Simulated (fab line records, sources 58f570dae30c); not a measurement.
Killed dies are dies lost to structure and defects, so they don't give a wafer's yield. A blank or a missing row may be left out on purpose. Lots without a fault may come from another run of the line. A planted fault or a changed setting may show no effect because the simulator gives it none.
Which tool did it? | flow berkeley_cmos170 | 14 lots, 42 wafers sampled, at 5 steps of a route of 331

WHAT THE GAUGES READ, wafer by wafer
UCB170_ACTIVE_THK_MEAS_03.
lot  | measured    | on            | ACTIVE_OXIDE_THK (nm)
L367 | day 3 10:00 | film_metro-02 | 25.9 25.9 26.0
L369 | day 4 05:04 | film_metro-01 | 25.8 25.8 26.2
L370 | day 4 05:05 | film_metro-02 | 26.1 26.2 26.1
L372 | day 4 16:23 | film_metro-02 | 26.3 26.4 26.5
L371 | day 5 00:16 | film_metro-02 | 26.9 26.9 27.3
L373 | day 5 00:15 | film_metro-04 | 26.5 26.7 26.5
L374 | day 5 11:36 | film_metro-02 | 26.7 26.6 26.4
L376 | day 5 19:34 | film_metro-04 | 25.5 25.6 25.3
L378 | day 6 07:28 | film_metro-02 | 27.1 26.5 26.8
L380 | day 6 13:08 | film_metro-04 | 26.4 26.6 26.7
L382 | day 6 19:59 | film_metro-04 | 26.7 26.1 26.2
L383 | day 7 05:23 | film_metro-01 | 26.1 26.6 26.3
L384 | day 7 13:50 | film_metro-04 | 25.4 26.0 26.0
L388 | day 8 14:26 | film_metro-04 | 26.6 26.6 26.7

UCB170_M2_CD_MEAS_15: target cd 700 nm.
lot  | measured     | on        | cd_nm (nm)
L367 | day 6 16:01  | cd_sem-01 | 699.3 699.9 698.8
L369 | day 8 01:33  | cd_sem-01 | 696.2 698.4 697.9
L370 | day 8 01:20  | cd_sem-02 | 701.1 701.7 702.3
L372 | day 8 03:55  | cd_sem-02 | 700.7 699.8 700.9
L371 | day 8 18:04  | cd_sem-01 | 698.5 700.4 699.9
L373 | day 8 17:29  | cd_sem-02 | 701.2 701.1 702.1
L374 | day 9 05:36  | cd_sem-02 | 701.4 701.3 700.9
L376 | day 9 06:35  | cd_sem-02 | 700.0 699.3 699.4
L378 | day 10 12:26 | cd_sem-02 | 706.4 708.6 707.0
L380 | day 10 13:15 | cd_sem-01 | 711.8 711.7 711.1
L382 | day 10 13:28 | cd_sem-02 | 699.9 700.1 699.5
L383 | day 11 02:38 | cd_sem-02 | 701.7 701.8 700.1
L384 | day 11 11:24 | cd_sem-02 | 701.0 700.3 699.8
L388 | day 12 06:59 | cd_sem-01 | 698.0 698.1 698.3

UCB170_M3_OVL_MEAS_16.
lot  | measured     | on         | M3_OVL (nm)
L367 | day 6 21:59  | overlay-02 | -2 -1 -7
L369 | day 8 07:16  | overlay-02 | 1 -5 9
L370 | day 8 07:10  | overlay-02 | 4 5 6
L372 | day 8 09:43  | overlay-01 | 7 1 1
L371 | day 9 00:20  | overlay-01 | 4 -2 0
L373 | day 8 23:38  | overlay-02 | 3 1 10
L374 | day 9 11:14  | overlay-02 | 8 5 1
L376 | day 9 12:13  | overlay-02 | 2 5 -2
L378 | day 10 18:18 | overlay-01 | -4 -9 -1
L380 | day 10 19:54 | overlay-02 | 6 7 2
L382 | day 10 20:10 | overlay-02 | -9 -4 0
L383 | day 11 08:08 | overlay-02 | 9 2 1
L384 | day 11 17:14 | overlay-02 | -2 8 -7
L388 | day 12 12:16 | overlay-01 | 0 -1 6

WHICH TOOL RAN EACH LOT (tool, then ch and the chambers of the sampled wafers, then the start)
lot  | UCB170_PWELL_STRIP_16               | UCB170_M2_PEB_13
L367 | plasma_asher-02 ch 0, day 2 19:28   | litho_track-02 ch 0, day 6 15:44
L369 | plasma_asher-01 ch 0,1, day 3 10:04 | litho_track-04 ch 0, day 8 01:17
L370 | plasma_asher-01 ch 0,1, day 3 10:11 | litho_track-03 ch 0, day 8 01:05
L372 | plasma_asher-02 ch 0,1, day 3 22:07 | litho_track-02 ch 0, day 8 03:39
L371 | plasma_asher-03 ch 0,1, day 4 07:48 | litho_track-04 ch 0, day 8 17:47
L373 | plasma_asher-01 ch 0,1, day 4 08:02 | litho_track-03 ch 0, day 8 17:12
L374 | plasma_asher-03 ch 0,1, day 4 15:28 | litho_track-03 ch 0, day 9 05:20
L376 | plasma_asher-03 ch 0,1, day 5 00:11 | litho_track-02 ch 0, day 9 06:19
L378 | plasma_asher-03 ch 0,1, day 5 10:40 | litho_track-04 ch 0, day 10 12:10
L380 | plasma_asher-02 ch 0,1, day 5 16:43 | litho_track-04 ch 0, day 10 12:59
L382 | plasma_asher-02 ch 0,1, day 5 22:20 | litho_track-02 ch 0, day 10 13:12
L383 | plasma_asher-03 ch 0,1, day 6 09:34 | litho_track-02 ch 0, day 11 02:22
L384 | plasma_asher-03 ch 0,1, day 6 14:46 | litho_track-02 ch 0, day 11 11:02
L388 | plasma_asher-01 ch 0,1, day 7 15:58 | litho_track-03 ch 0, day 12 06:43
- UCB170_PWELL_STRIP_16: strips in O2.
- UCB170_M2_PEB_13

WHAT THE TOOLS THEMSELVES READ (means of the sampled wafers that have a number; where no wafer has one, the mark that the record gives instead)
UCB170_PWELL_STRIP_16.
lot  | tool            | chamber_pressure_mTorr (mTorr) | drypump_motor_current_A (A) | oes_product_au (a.u.) | strip_time_to_endpoint_s (s)
L367 | plasma_asher-02 | 3502                           | 6.3                         | 0.724                 | 18.20
L369 | plasma_asher-01 | 3501                           | 5.5                         | 0.721                 | 18.13
L370 | plasma_asher-01 | 3498                           | 5.8                         | 0.719                 | 18.00
L372 | plasma_asher-02 | 3498                           | 5.7                         | 0.718                 | 18.21
L371 | plasma_asher-03 | 3499                           | 6.1                         | 0.721                 | 18.04
L373 | plasma_asher-01 | 3502                           | 5.7                         | 0.718                 | 18.19
L374 | plasma_asher-03 | 3501                           | 6.0                         | 0.718                 | 18.03
L376 | plasma_asher-03 | 3497                           | 6.1                         | 0.720                 | 18.19
L378 | plasma_asher-03 | 3502                           | 6.0                         | 0.718                 | 18.14
L380 | plasma_asher-02 | 3469                           | 5.7                         | 0.727                 | 18.02
L382 | plasma_asher-02 | 3498                           | 6.0                         | 0.726                 | 17.92
L383 | plasma_asher-03 | 3503                           | 6.1                         | 0.724                 | 18.01
L384 | plasma_asher-03 | 3499                           | 6.1                         | 0.716                 | 18.21
L388 | plasma_asher-01 | 3500                           | 5.8                         | 0.724                 | 18.17

UCB170_M2_PEB_13.
lot  | tool           | heater_power_total_W (W)
L367 | litho_track-02 | 56.80
L369 | litho_track-04 | 56.78
L370 | litho_track-03 | 56.79
L372 | litho_track-02 | 56.84
L371 | litho_track-04 | 56.82
L373 | litho_track-03 | 56.85
L374 | litho_track-03 | 56.84
L376 | litho_track-02 | 56.81
L378 | litho_track-04 | 59.76
L380 | litho_track-04 | 59.72
L382 | litho_track-02 | 56.78
L383 | litho_track-02 | 56.83
L384 | litho_track-02 | 56.78
L388 | litho_track-03 | 56.80

THE ANSWER, worked out from the rows above alone
Rule: what is usual is taken from the lots themselves. Put in order of their means at a reading, lots are off if they are a third of the lots or fewer, leave a main group of 4 or more, and stand apart from it by a gap of 3 or more times the standard deviation of the main group's means; of several such gaps the widest counts. A main group whose means are all the same, to the digits that the tables above print for the reading, isn't used. A lot without any number at a reading at which 4 lots or more have one is off too. The other lots that the step has rows for count as sound. The gauges are gone through in route order, then the tools' own readings, and for those a lot's mean is taken as printed above. The first step at which some lot is off is used, and at that step the reading that is off furthest; a lot without a number counts as furthest.
Off: L378, L380, at UCB170_M2_CD_MEAS_15 (cd_nm). The main group: mean 700.0 nm, standard deviation 1.3.
A tool fits if, at a process step before that reading, it ran every lot that is off, and no sound lot after the first of them. The gauges at UCB170_M2_CD_MEAS_15 aren't tried: what is off there is off at UCB170_M2_PEB_13 too, on other tools, and a gauge's error can't cause that. One fits: litho_track-04 at UCB170_M2_PEB_13. Its last sound lot is L371 (day 8 17:47), its first lot that is off L378 (day 10 12:10): a fault that began between those two fits.
The tool's own readings at UCB170_M2_PEB_13 bear it out: on the lots that are off they differ by more than 5 times the standard deviation of the sound lots' means. heater_power_total_W reads 59.74 W there against 56.81 W on the sound lots.

WHAT THE SIMULATOR HAD PUT IN
Process parameter drift: litho_track-04, from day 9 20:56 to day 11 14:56, at UCB170_M2_PEB_13. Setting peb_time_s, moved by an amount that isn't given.
Lots struck among those shown: L378, L380. The rule above found the same.
